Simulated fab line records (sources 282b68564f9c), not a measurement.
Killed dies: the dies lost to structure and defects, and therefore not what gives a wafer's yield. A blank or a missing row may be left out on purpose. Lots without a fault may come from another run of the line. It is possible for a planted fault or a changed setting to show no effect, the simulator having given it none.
Struck lot and sound lot, side by side / flow ritCmos / 17 out of 202 route steps
Sound: these wafers, L961.1, L961.3, L961.4. Struck: wafers L963.1, L963.2, L963.5. At the end, the cause is stated.
At each step with rows: each side's tool, then ch and its chambers, then its first start. Under that, the readings that differ: sound wafers / struck wafers / difference of the means / sigmas: that difference in standard deviations of wafers without a fault.
alike: a reading whose means differ by less than 2 such deviations, as well as words and numbers matching on both sides. not compared: withheld readings; readings where some wafer has no value; bounds like >300 that might hide an equal value; numbers whose values overlap and for which the record gives no deviation.
A row with sigmas, a row that says differs or no value, or rows on one side alone: a step with any of these is where the two part. Non-overlapping numbers with no deviation appear without sigmas and do not part them. A reading missing from all wafers of one side parts the sides only when that side holds two or more wafers.

first, 2 steps without rows for these wafers: RIT_NRETRO_HARDBAKE_07 (time 120 s); RIT_NRETRO_IMPLANT_08.
RIT_NRETRO_STRIP_09: strips in O2, time 180 s.
  sound on plasmaAsher-04 ch 0,1, day 5 14:40; struck on plasmaAsher-04 ch 0,1, day 6 00:37
  alike: drypumpMotorCurrentA
  not compared: rfHoursCounterH
RIT_NRETRO_TW_MEAS_10:
  sound on filmMetro-02 at day 5 14:50; struck on filmMetro-03 at day 6 00:47
  alike: NRETRO_TW
then, 6 steps without rows for these wafers: RIT_PRETRO_HMDS_00 (prime time 60 s); RIT_PRETRO_COAT_01 (resist thk 1300 nm); RIT_PRETRO_SOFTBAKE_02 (time 60 s); RIT_PRETRO_EXPOSE_03 (exposes mask M5, target cd 43700 nm); RIT_PRETRO_PEB_04; RIT_PRETRO_DEVELOP_05 (develop time 68 s).
RIT_PRETRO_OVL_MEAS_06:
  sound on overlay-02 at day 5 15:46; struck on overlay-02 at day 6 01:51
  alike: PRETRO_OVL
then, 1 step without rows for these wafers: RIT_PRETRO_HARDBAKE_07 (time 120 s).
RIT_PRETRO_IMPLANT_08:
  sound on implanter-03 ch 0, day 5 16:04; struck on implanter-01 ch 0, day 6 02:08
reading=doseIonsCm2; sound=1.2006e+13 1.2027e+13 1.1989e+13; struck=1.7065e+13 1.7028e+13 1.7055e+13; difference=+5.0420e+12; sigmas=+99 or more
reading=faradayCurrentUA; sound=36.7 37.8 38.2; struck=55.0 54.3 55.1; difference=+17.2; sigmas=+25
RIT_PRETRO_STRIP_09: strips in O2, time 180 s.
  sound on plasmaAsher-04 ch 0,1, day 5 16:13; struck on plasmaAsher-01 ch 0,1, day 6 02:17
  alike: drypumpMotorCurrentA
  not compared: rfHoursCounterH
RIT_PRETRO_TW_MEAS_10:
  sound on filmMetro-01 at day 5 16:23; struck on filmMetro-01 at day 6 02:28
reading=PRETRO_TW; sound=479 477 477; struck=532 536 535; difference=+57; sigmas=+13
then, 1 step without rows for these wafers: RIT_GATE_WET_ETCH_00 (etches SiO2 in BOE, target depth 56 nm, time 60 s).
RIT_M1_PROBE_99:
  sound on prober-01 at day 6 18:22; struck on prober-01 at day 7 04:26
reading=model.etest.nmos_0p3.rOnOhmUm; sound=2234 2151 2164; struck=2342 2332 2312; difference=+146; sigmas=
reading=model.etest.nmos_0p15.rOnOhmUm; sound=1198 1100 1133; struck=1234 1207 1210; difference=+73; sigmas=
reading=model.etest.nmosTurned.driveUaUm; sound=334.7 348.9 330.8; struck=262.5 260.1 267; difference=-74.9; sigmas=
reading=model.etest.nmos_0p15.driveUaUm; sound=461 480.7 469.6; struck=401.7 397.2 403; difference=-69.8; sigmas=
reading=model.etest.nmos_0p3.driveUaUm; sound=217.1 225.9 223.1; struck=194.9 192.1 196.4; difference=-27.6; sigmas=
reading=model.etest.nmosNarrow.driveUaUm; sound=222.4 232.6 230.4; struck=199.9 194.8 198.2; difference=-30.8; sigmas=
reading=model.etest.ring.delayPs; sound=27.68 26.84 27.45; struck=30.15 30.2 29.93; difference=+2.77; sigmas=
reading=model.etest.retroEdgeNmos.offLog10AUm; sound=-10.03 -9.728 -9.937; struck=-11.61 -11.72 -11.71; difference=-1.78; sigmas=
  alike: killedAtContacts, killedAtFrontEnd, killedDies, killedOnRim, killedOpen, killedShort

== WHERE THEY PART ==
Last at RIT_PRETRO_TW_MEAS_10 as far as this record goes, first at RIT_PRETRO_IMPLANT_08. Later steps at which nothing parts them and some readings are alike: RIT_M1_PROBE_99.

WHY: whatever the simulator had introduced
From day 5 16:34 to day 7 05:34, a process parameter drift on implanter-01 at RIT_PRETRO_IMPLANT_08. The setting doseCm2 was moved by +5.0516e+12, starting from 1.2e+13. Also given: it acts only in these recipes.
